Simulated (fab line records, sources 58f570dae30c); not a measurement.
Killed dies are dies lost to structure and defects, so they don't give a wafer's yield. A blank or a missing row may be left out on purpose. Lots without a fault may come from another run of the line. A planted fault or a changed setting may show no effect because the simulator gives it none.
fab line records | flow berkeley_cmos170 | part 2 of 2: steps 28 to 36 of 36
record lots=5 wafers=15 last_day=12
route steps=331 shown CONTACT@237 M1@238 V1@254 M2@271
lots that met no fault: from a run of the same line without faults
start_h: hours from the record's first day to the start of the lot's first wafer shown | wait_h: hours since the lot's step before | " the same as in the row above | L1.1+2: a row that stands for several wafers | - no value, or no start given | * or withheld: withheld | < > ~ a bound
route shown NAME@n: a module of which the file shows steps, and the number in the route of the first | usual: mean/standard deviation of fault-free wafers | same: alike in all rows | chamber/n: place in a boat | sites: the reading at each site | _std_site: their standard deviation | _edge_site: outer sites' mean less inner sites' | radius_mm: how far each site lies from the wafer's centre | mask NAME#n: copy n | behind: the tool/chamber that last shaped the wafer | hold: why the lot was held/for how many hours/how that ended | device: the transistor (n, p or np) that didn't switch | end of line: the same wafers' tests at the end of the route | a step without rows: its recipe alone | killed: dies lost to structure and defects at the first sort, not the wafer's yield | map: a wafer's dies, x killed, . not, _ none there
set.NAME: the setting as run; set.NAME@STEP: as run at that earlier step | model.NAME: the simulator's own value behind a step, which no gauge read
lots at some steps of the route; a table a step, a row a wafer
services: from which hour (start_h, from the record's first day; less than 0 if before it) a tool's chamber was out of use, for how many hours, and why
## steps
# step UCB170_V1_PEB_10
# recipe peb_temp_c=130 peb_time_s=withheld resist=KrF
# usual exhaust_pa=45.1/0.92
# columns lot.wafer tool chamber start_h wait_h exhaust_pa
L076.1 litho_track-02 0 175.68 0.1 45.2
L076.2 " 0 " " 43.4
L076.5 " 0 " " 43.6
L075.1 litho_track-02 0 176.40 0.6 43.9
L075.3 " 0 " " 45.4
L075.5 " 0 " " 43.8
L079.1 litho_track-03 0 193.31 0.1 44.6
L079.3 " 0 " " 44.3
L079.6 " 0 " " 44.2
L082.2 litho_track-03 0 206.29 0.9 45.3
L082.4 " 0 " " 45.8
L082.5 " 0 " " 45.8
L097.2 litho_track-03 0 278.24 0.3 46.3
L097.4 " 0 " " 45.7
L097.6 " 0 " " 45.2
# step UCB170_V1_DEVELOP_11
# recipe developer=TMAH develop_time_s=45 resist=KrF dev_temp_c=21
# usual exhaust_pa=45.1/0.91
# columns lot.wafer tool chamber start_h wait_h exhaust_pa
L076.1 litho_track-02 0 - - 43.6
L076.2 " 0 " " 43.6
L076.5 " 0 " " 43.3
L075.1 litho_track-02 0 - - 44.5
L075.3 " 0 " " 45.1
L075.5 " 0 " " 44.9
L079.1 litho_track-03 0 - - 46.5
L079.3 " 0 " " 47.3
L079.6 " 0 " " 45.7
L082.2 litho_track-03 0 - - 45.4
L082.4 " 0 " " 44.2
L082.5 " 0 " " 44.6
L097.2 litho_track-03 0 - - 44.4
L097.4 " 0 " " 44.4
L097.6 " 0 " " 44.6
# step UCB170_V1_CD_MEAS_12
# recipe target_cd_nm=700
# usual cd_nm=699.9/1.3
# columns lot.wafer tool chamber start_h wait_h cd_nm
L076.1 cd_sem-02 - 175.95 - 700.9
L076.2 " - " " 700.4
L076.5 " - " " 699.2
L075.1 cd_sem-02 - 176.68 - 696.6
L075.3 " - " " 698.3
L075.5 " - " " 697.1
L079.1 cd_sem-02 - 193.58 - 700.8
L079.3 " - " " 701.6
L079.6 " - " " 700.8
L082.2 cd_sem-01 - 206.56 - 699.3
L082.4 " - " " 698.4
L082.5 " - " " 697.8
L097.2 cd_sem-01 - 278.51 - 700.5
L097.4 " - " " 700.5
L097.6 " - " " 699.7
# step UCB170_V1_OVL_MEAS_13
# usual V1_OVL=-1/4.7
# columns lot.wafer tool chamber start_h wait_h V1_OVL[nm]
L076.1 overlay-02 - 176.07 0.1 6
L076.2 " - " " -1
L076.5 " - " " 5
L075.1 overlay-02 - 176.80 0.1 3
L075.3 " - " " 2
L075.5 " - " " 2
L079.1 overlay-02 - 193.70 0.1 -3
L079.3 " - " " 1
L079.6 " - " " 1
L082.2 overlay-01 - 206.67 0.1 -4
L082.4 " - " " -4
L082.5 " - " " 7
L097.2 overlay-02 - 278.62 0.1 0
L097.4 " - " " -4
L097.6 " - " " 0
# step UCB170_V1_ETCH_14
# recipe chemistry=CHF3/CF4/Ar target=SiO2 stop_on=Al CHF3_flow_sccm=45 cf4_flow_sccm=15 Ar_flow_sccm=150 pressure_mtorr=200 rf_w=700 target_depth_a=12500 over_etch_frac=0.25 time_s=291
# usual drypump_motor_current_A=5.7/0.48 oes_product_au=0.875/0.016 throttle_valve_pct=6.91/0.12
# same time_s=291
# columns lot.wafer tool chamber start_h wait_h drypump_motor_current_A oes_product_au rf_hours_counter_h throttle_valve_pct
L076.1 rie_diel-02 0 176.11 0.0 6.3 0.892 8 6.76
L076.2 " 1 " " 5.5 0.880 146 6.91
L076.5 " 0 " " 6.3 0.901 - 6.75
L075.1 rie_diel-04 1 176.83 0.0 6.4 0.877 89 6.93
L075.3 " 2 " " 5.0 0.880 58 6.99
L075.5 " 2 " " 5.0 0.874 - 7.00
L079.1 rie_diel-03 1 193.74 0.0 6.3 0.844 41 6.79
L079.3 " 0 " " 5.2 0.882 14 6.86
L079.6 " 2 " " 6.1 0.891 - 6.77
L082.2 rie_diel-02 2 206.70 0.0 5.4 0.870 105 7.11
L082.4 " 3 " " 5.6 0.863 - 6.82
L082.5 " 2 " " 5.4 0.867 - 7.10
L097.2 rie_diel-02 1 278.65 0.0 5.5 0.885 3 6.92
L097.4 " 0 " " 6.3 0.889 - 6.75
L097.6 " 2 " " 5.5 0.867 - 7.09
# step UCB170_V1_STRIP_15
# recipe chemistry=O2 power_w=400 pressure_mtorr=3500 platen_temp_c=withheld o2_flow_sccm=400 overash_fraction=0.5
# usual drypump_motor_current_A=5.7/0.4 oes_product_au=0.722/0.0043 strip_time_to_endpoint_s=15.38/0.11
# columns lot.wafer tool chamber start_h wait_h drypump_motor_current_A oes_product_au rf_hours_counter_h strip_time_to_endpoint_s
L076.1 plasma_asher-04 1 176.29 0.1 6.2 0.722 49 15.44
L076.2 " 0 " " 6.1 0.722 49 15.44
L076.5 " 0 " " 6.1 0.722 - 15.47
L075.1 plasma_asher-02 0 177.01 0.1 6.3 0.714 7 15.43
L075.3 " 1 " " 5.0 0.723 - 15.32
L075.5 " 1 " " 5.0 0.729 - 15.31
L079.1 plasma_asher-01 0 193.92 0.1 5.5 0.713 49 15.46
L079.3 " 1 " " 5.9 0.711 - 15.57
L079.6 " 1 " " 5.9 0.724 - 15.34
L082.2 plasma_asher-02 0 206.88 0.1 6.2 0.719 10 15.36
L082.4 " 0 " " 6.2 0.720 - 15.27
L082.5 " 0 " " 6.2 0.716 - 15.43
L097.2 plasma_asher-02 1 278.83 0.1 5.0 0.720 19 15.31
L097.4 " 0 " " 6.2 0.725 - 15.40
L097.6 " 1 " " 5.0 0.723 - 15.55
# step UCB170_V1_CD_MEAS_90
# recipe target_cd_nm=700
# usual cd_nm=699.7/1.4
# columns lot.wafer tool chamber start_h wait_h cd_nm
L076.1 cd_sem-01 - 176.39 0.1 700.6
L076.2 " - " " 701.1
L076.5 " - " " 699.6
L075.1 cd_sem-02 - 177.11 0.1 697.2
L075.3 " - " " 697.7
L075.5 " - " " 698.3
L079.1 cd_sem-02 - 194.02 0.1 700.9
L079.3 " - " " 701.1
L079.6 " - " " 700.4
L082.2 cd_sem-02 - 207.00 0.1 698.0
L082.4 " - " " 699.6
L082.5 " - " " 696.9
L097.2 cd_sem-01 - 278.95 0.1 700.3
L097.4 " - " " 700.6
L097.6 " - " " 699.5
# step UCB170_M2_PRE_CLEAN_00
# recipe gas=Ar preclean_etch_time_s=60
# columns lot.wafer tool chamber start_h wait_h
L076.1+2+5 pvd_sputter-01 - 176.51 0.1
L075.1+3+5 pvd_sputter-02 - 177.23 0.1
L079.1+3+6 pvd_sputter-02 - 194.14 0.1
L082.2+4+5 pvd_sputter-02 - 207.10 0.1
L097.2+4+6 pvd_sputter-02 - 279.05 0.1
# step UCB170_M2_SPUTTER_01
# recipe material=Al target_thk_nm=900 time_s=120 power_w=6000 chamber_pressure_pa=0.5
# usual throttle_valve_pct=29.2/1.2
# same time_s=120
# columns lot.wafer tool chamber start_h wait_h throttle_valve_pct
L076.1 pvd_sputter-01 - 176.57 0.0 30.0
L076.2 " - " " 28.8
L076.5 " - " " 29.8
L075.1 pvd_sputter-02 - 177.30 0.0 30.9
L075.3 " - " " 27.7
L075.5 " - " " 31.0
L079.1 pvd_sputter-02 - 194.20 0.0 27.0
L079.3 " - " " 28.7
L079.6 " - " " 27.2
L082.2 pvd_sputter-02 - 207.16 0.0 27.6
L082.4 " - " " 30.9
L082.5 " - " " 27.3
L097.2 pvd_sputter-02 - 279.11 0.0 29.0
L097.4 " - " " 27.6
L097.6 " - " " 27.2
## services
# columns tool chamber start_h hours kind
pvd_sputter-03 - 149.79 0.6 repair
rie_diel-02 0 153.99 1.4 repair
krf_scanner-01 - 156.09 1.0 pm
krf_scanner-01 - 157.09 4.0 pm
rie_diel-04 3 174.28 3.3 repair
krf_scanner-02 - 177.79 1.3 pm
cmp-01 - 179.70 3.3 pm
pvd_sputter-01 - 187.33 12.2 repair
krf_scanner-01 - 191.59 1.3 pm
pvd_sputter-03 - 194.80 0.9 repair
cmp-01 - 198.25 2.6 repair
cmp-01 - 212.31 0.8 repair
wet_bench-04 - 219.37 1.9 pm
plasma_asher-04 - 223.04 2.1 repair
krf_scanner-02 - 225.50 1.0 pm
cmp-01 - 228.49 14.0 pm
plasma_asher-04 - 229.47 14.6 pm
rie_diel-02 2 235.43 7.6 repair
krf_scanner-02 - 238.27 0.8 pm
pecvd-03 - 242.50 14.0 pm
plasma_asher-03 - 246.54 13.5 repair
krf_scanner-01 - 253.09 0.8 pm
rie_diel-02 1 264.73 2.0 repair
krf_scanner-02 - 276.52 4.0 pm
